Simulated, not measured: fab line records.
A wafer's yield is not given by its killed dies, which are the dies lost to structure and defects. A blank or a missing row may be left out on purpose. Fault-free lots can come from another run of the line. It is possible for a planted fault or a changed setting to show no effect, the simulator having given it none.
What tool caused it?    flow rit cmos    Sampling: 15 lots, 45 wafers, 5 of 202 route steps

## WHAT THE GAUGES READ, wafer by wafer
RIT_ACTIVE_CD_MEAS_90: target cd 1400 nm.
lot   measured     on         cd nm (nm)
L626  day 1 15:10  cd sem-02  1401.1 1401.3 1400.6
L627  day 1 20:22  cd sem-02  1404.7 1402.7 1401.9
L628  day 2 02:02  cd sem-02  1401.4 1402.4 1398.9
L629  day 2 06:10  cd sem-02  1401.7 1402.9 1402.4
L630  day 2 11:26  cd sem-02  1402.3 1400.7 1399.9
L632  day 2 23:04  cd sem-02  1398.7 1399.0 1401.8
L635  day 3 13:22  cd sem-02  - - -
L636  day 3 17:08  cd sem-01  - - -
L637  day 3 22:10  cd sem-02  - - -
L640  day 4 13:01  cd sem-01  1397.0 1397.2 1399.4
L641  day 4 19:29  cd sem-02  1399.2 1398.8 1397.5
L642  day 4 23:37  cd sem-02  1399.0 1397.5 1400.8
L643  day 5 04:16  cd sem-02  1399.6 1399.6 1400.9
L644  day 5 10:15  cd sem-01  1402.3 1403.2 1403.6
L645  day 5 14:12  cd sem-01  1399.5 1402.8 1399.9

RIT_FOX2_THK_MEAS_90.
lot   measured     on             FIELD_OXIDE_LEFT_1_THK (nm)
L626  day 1 20:57  film metro-04  333 335 333
L627  day 2 02:26  film metro-02  319 316 314
L628  day 2 06:19  film metro-04  322 315 316
L629  day 2 11:55  film metro-04  321 319 321
L630  day 2 17:32  film metro-01  321 316 328
L632  day 3 05:02  film metro-01  322 324 321
L640  day 4 18:23  film metro-04  321 320 325
L641  day 5 01:24  film metro-01  324 324 322
L642  day 5 05:56  film metro-02  323 325 322
L643  day 5 09:32  film metro-02  327 330 328
L644  day 5 16:44  film metro-01  332 330 335
L645  day 5 19:57  film metro-02  323 324 327

RIT_PWELL_OVL_MEAS_06.
lot   measured     on          PWELL_OVL (nm)
L626  day 1 23:34  overlay-01  4.7 1.5 3.4
L627  day 2 05:11  overlay-01  3.8 1.0 3.7
L628  day 2 09:12  overlay-02  1.6 -0.1 1.3
L629  day 2 14:25  overlay-02  2.0 0.9 0.9
L630  day 2 20:02  overlay-02  0.3 0.8 1.6
L632  day 3 07:31  overlay-01  -1.4 -1.4 0.7
L640  day 4 20:59  overlay-02  -1.2 -1.2 -0.1
L641  day 5 04:01  overlay-01  0.5 0.4 0.5
L642  day 5 08:32  overlay-02  1.3 1.1 1.3
L643  day 5 12:16  overlay-02  -0.2 -1.4 -0.2
L644  day 5 19:29  overlay-02  0.6 2.2 1.6
L645  day 5 22:36  overlay-02  -0.9 1.6 0.7

## WHAT TOOL EACH LOT RAN ON (gives the tool, then ch and the chambers of the sampled wafers, and finally the start)
lot   RIT_ACTIVE_CVD_03           RIT_NWELL_STRIP_09
L626  lpcvd-01 ch 1, day 1 12:13  plasma asher-02 ch 0,1, day 1 22:29
L627  lpcvd-01 ch 0, day 1 17:19  plasma asher-03 ch 0,1, day 2 03:56
L628  lpcvd-01 ch 0, day 1 23:05  plasma asher-01 ch 0,1, day 2 07:58
L629  lpcvd-01 ch 1, day 2 03:08  plasma asher-02 ch 0, day 2 13:18
L630  lpcvd-01 ch 1, day 2 08:30  plasma asher-02 ch 1, day 2 18:55
L632  lpcvd-02 ch 0, day 2 20:05  plasma asher-02 ch 0,1, day 3 06:24
L635  lpcvd-01 ch 1, day 3 10:25  -
L636  lpcvd-01 ch 1, day 3 14:07  -
L637  lpcvd-01 ch 0, day 3 19:07  -
L640  lpcvd-02 ch 0, day 4 10:07  plasma asher-01 ch 0,1, day 4 19:45
L641  lpcvd-01 ch 0, day 4 16:27  plasma asher-02 ch 0,1, day 5 02:54
L642  lpcvd-02 ch 0, day 4 20:41  plasma asher-02 ch 0,1, day 5 07:18
L643  lpcvd-02 ch 0, day 5 01:20  plasma asher-01 ch 1, day 5 11:01
L644  lpcvd-01 ch 0, day 5 07:13  plasma asher-01 ch 0,1, day 5 18:14
L645  lpcvd-01 ch 0, day 5 11:07  plasma asher-01 ch 0,1, day 5 21:22
- RIT_ACTIVE_CVD_03: deposits Si3N4 from SiH2Cl2/NH3, target thk 150 nm, time 1500 s.
- RIT_NWELL_STRIP_09: strips in O2, time 180 s.

## AS READ BY THE TOOLS THEMSELVES (means over the sampled wafers that have a number; for cases with no such wafer, the mark the record gives instead)
RIT_ACTIVE_CVD_03.
lot   tool      nh3 flow sccm (sccm)  pressure mtorr (mTorr)
L626  lpcvd-01  150.1                 300.1
L627  lpcvd-01  150.2                 300.1
L628  lpcvd-01  149.8                 299.7
L629  lpcvd-01  150.0                 300.1
L630  lpcvd-01  149.9                 301.4
L632  lpcvd-02  149.9                 300.3
L635  lpcvd-01  -                     -
L636  lpcvd-01  -                     -
L637  lpcvd-01  -                     -
L640  lpcvd-02  149.1                 300.7
L641  lpcvd-01  150.2                 299.9
L642  lpcvd-02  149.0                 300.8
L643  lpcvd-02  150.4                 301.2
L644  lpcvd-01  150.1                 300.2
L645  lpcvd-01  149.9                 300.8

RIT_NWELL_STRIP_09.
lot   tool             drypump motor current A (A)
L626  plasma asher-02  5.7
L627  plasma asher-03  5.9
L628  plasma asher-01  6.1
L629  plasma asher-02  5.7
L630  plasma asher-02  5.7
L632  plasma asher-02  5.7
L640  plasma asher-01  6.1
L641  plasma asher-02  5.7
L642  plasma asher-02  5.7
L643  plasma asher-01  6.5
L644  plasma asher-01  6.0
L645  plasma asher-01  5.6

## THE ANSWER, worked out from the rows above alone
Rule: usual is defined by the lots themselves. Put in order of their means at a reading, lots are off if they are a third of the lots or fewer, leave a main group of 4 or more, and stand apart from it by a gap of 3 or more times the standard deviation of the main group's means; of several such gaps the widest counts. If all means in a main group match to the digits the tables above print for the reading, that group is not used. Also off: a lot with no number at a reading for which 4 or more lots have one. Where the step has rows for the other lots, those lots are counted as sound. After the gauges, taken in route order, come the tools' own readings; for these a lot's mean is taken, as printed above. The first step at which some lot is off is used, and at that step the reading that is off furthest; a lot without a number counts as furthest.
Off: L635, L636, L637, at RIT_ACTIVE_CD_MEAS_90 (cd nm). Without a number there: L635, L636, L637. Mean 1400.6 nm and standard deviation 1.6 in the main group.
If a tool, at a process step before that reading, ran all the lots that are off and no sound lot after the first of them, it fits. Not tried: the gauges at RIT_ACTIVE_CD_MEAS_90; whatever is off there is also off at RIT_ACTIVE_CVD_03, on other tools, and gauge error can't account for it. No candidate that was tried fits.

## WHAT HAD BEEN PUT IN BY THE SIMULATOR
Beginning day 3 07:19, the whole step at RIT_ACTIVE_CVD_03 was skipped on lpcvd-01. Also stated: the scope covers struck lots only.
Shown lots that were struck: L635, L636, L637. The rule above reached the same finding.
